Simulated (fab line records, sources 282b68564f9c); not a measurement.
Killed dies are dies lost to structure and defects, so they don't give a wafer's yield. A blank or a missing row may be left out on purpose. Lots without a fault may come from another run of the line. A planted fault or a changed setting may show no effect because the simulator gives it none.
Split-lot experiment | flow rit_cmos | 5 lots, 27 wafers read, on a route of 202 steps

THE SPLIT
At RIT_M1_SPUTTER_00 (material Al, target thk 400 nm, time 500 s), the setting time_s was moved away from the recipe's 500 s on 9 of the 27 wafers read, by -55.5% to -36.8%. The other wafers ran this setting at the recipe's value.

FROM THE SPLIT TO THE READING: what the file shows between them, 5 steps
- RIT_M1_RS_MEAS_01: measures by four-point-probe
- RIT_M1_THK_MEAS_02: measures by xrf
- RIT_M1_HMDS_03: prime time 60 s
- RIT_M1_COAT_04: resist thk 1300 nm
- RIT_M1_HARDBAKE_11: time 120 s

THE READING
oes_product_au, in a.u., at RIT_M1_METAL_ETCH_12 (etches Al in Cl2/BCl3, stops on SiO2, time 165 s, target depth 600 nm). Fault-free wafers of this fab line usually give 0.779 a.u., standard deviation 0.016 a.u..

wafer  | tool, chamber at the split | time_s as run, s | against the recipe | oes_product_au, a.u. | against lot-mates on the recipe
L075.1 | pvd_sputter-02, -          | 222.3            | -55.5%             | 0.534                | -0.236
L075.2 | pvd_sputter-02, -          | 500              | recipe             | 0.764                | -
L075.3 | pvd_sputter-02, -          | 500              | recipe             | 0.770                | -
L075.4 | pvd_sputter-02, -          | 500              | recipe             | 0.776                | -
L075.5 | pvd_sputter-02, -          | 222.3            | -55.5%             | 0.512                | -0.258
L075.6 | pvd_sputter-02, -          | 222.3            | -55.5%             | 0.534                | -0.236
L080.1 | pvd_sputter-01, -          | 500              | recipe             | 0.762                | -
L080.2 | pvd_sputter-01, -          | 500              | recipe             | 0.799                | -
L080.5 | pvd_sputter-01, -          | 500              | recipe             | 0.811                | -
L081.1 | pvd_sputter-02, -          | 500              | recipe             | 0.772                | -
L081.2 | pvd_sputter-02, -          | 500              | recipe             | 0.775                | -
L081.3 | pvd_sputter-02, -          | 500              | recipe             | 0.761                | -
L081.4 | pvd_sputter-02, -          | 500              | recipe             | 0.781                | -
L081.5 | pvd_sputter-02, -          | 500              | recipe             | 0.780                | -
L081.6 | pvd_sputter-02, -          | 500              | recipe             | 0.753                | -
L082.1 | pvd_sputter-04, -          | 315.8            | -36.8%             | 0.618                | -0.162
L082.2 | pvd_sputter-04, -          | 500              | recipe             | 0.786                | -
L082.3 | pvd_sputter-04, -          | 315.8            | -36.8%             | 0.626                | -0.154
L082.4 | pvd_sputter-04, -          | 500              | recipe             | 0.778                | -
L082.5 | pvd_sputter-04, -          | 315.8            | -36.8%             | 0.623                | -0.157
L082.6 | pvd_sputter-04, -          | 500              | recipe             | 0.776                | -
L085.1 | pvd_sputter-02, -          | 500              | recipe             | 0.790                | -
L085.2 | pvd_sputter-02, -          | 288              | -42.4%             | 0.588                | -0.201
L085.3 | pvd_sputter-02, -          | 500              | recipe             | 0.790                | -
L085.4 | pvd_sputter-02, -          | 288              | -42.4%             | 0.598                | -0.191
L085.5 | pvd_sputter-02, -          | 500              | recipe             | 0.787                | -
L085.6 | pvd_sputter-02, -          | 288              | -42.4%             | 0.594                | -0.195

THE FIT
A straight line over all 27 wafers: oes_product_au changes by +0.00443 a.u. for each +1% of time_s; r = +0.99; the points scatter about the line by 0.013 a.u..
The same after taking each lot's own level away (the mean of its wafers on the recipe; 27 wafers): +0.00443 a.u. for each +1%; r = +0.99; scatter 0.011 a.u..
On that fit, the largest move of time_s shifts the reading by 0.25 a.u..
The lots' own levels span 0.7700 to 0.7907 a.u., that is 1.3 times the standard deviation above.
So the lot-to-lot level changes the slope little: the two slopes agree.
Check: with one of the wafers moved furthest among these (-55.5%) left out of the fit, the line predicts -0.248 a.u. for it against its lot-mates. It came out at -0.236 a.u. against them.

THE WHOLE CHAIN: every reading that the file lists as answering this split, in the file's order
step                 | what it does                                                          | reading                                                                     | change (the file's fit)                   | r (the file's)
RIT_M1_SPUTTER_00    | material Al, target thk 400 nm, time 500 s                            | Al_of_M1_SPUTTER_00.thk_nm (the simulator's own value, which no gauge read) | +4.01 nm for each +1% of the setting      | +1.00
RIT_M1_RS_MEAS_01    | measures by four-point-probe                                          | M1_AL_RS                                                                    | -0.00153 for each +1% of the setting      | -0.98
RIT_M1_THK_MEAS_02   | measures by xrf                                                       | M1_AL_THK                                                                   | +4.13 for each +1% of the setting         | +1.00
RIT_M1_METAL_ETCH_12 | etches Al in Cl2/BCl3, stops on SiO2, time 165 s, target depth 600 nm | oes_product_au                                                              | +0.00443 a.u. for each +1% of the setting | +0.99

THE FILE'S OWN FIT
oes_product_au changes by +0.00443 a.u. for each +1% of time_s, r = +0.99.
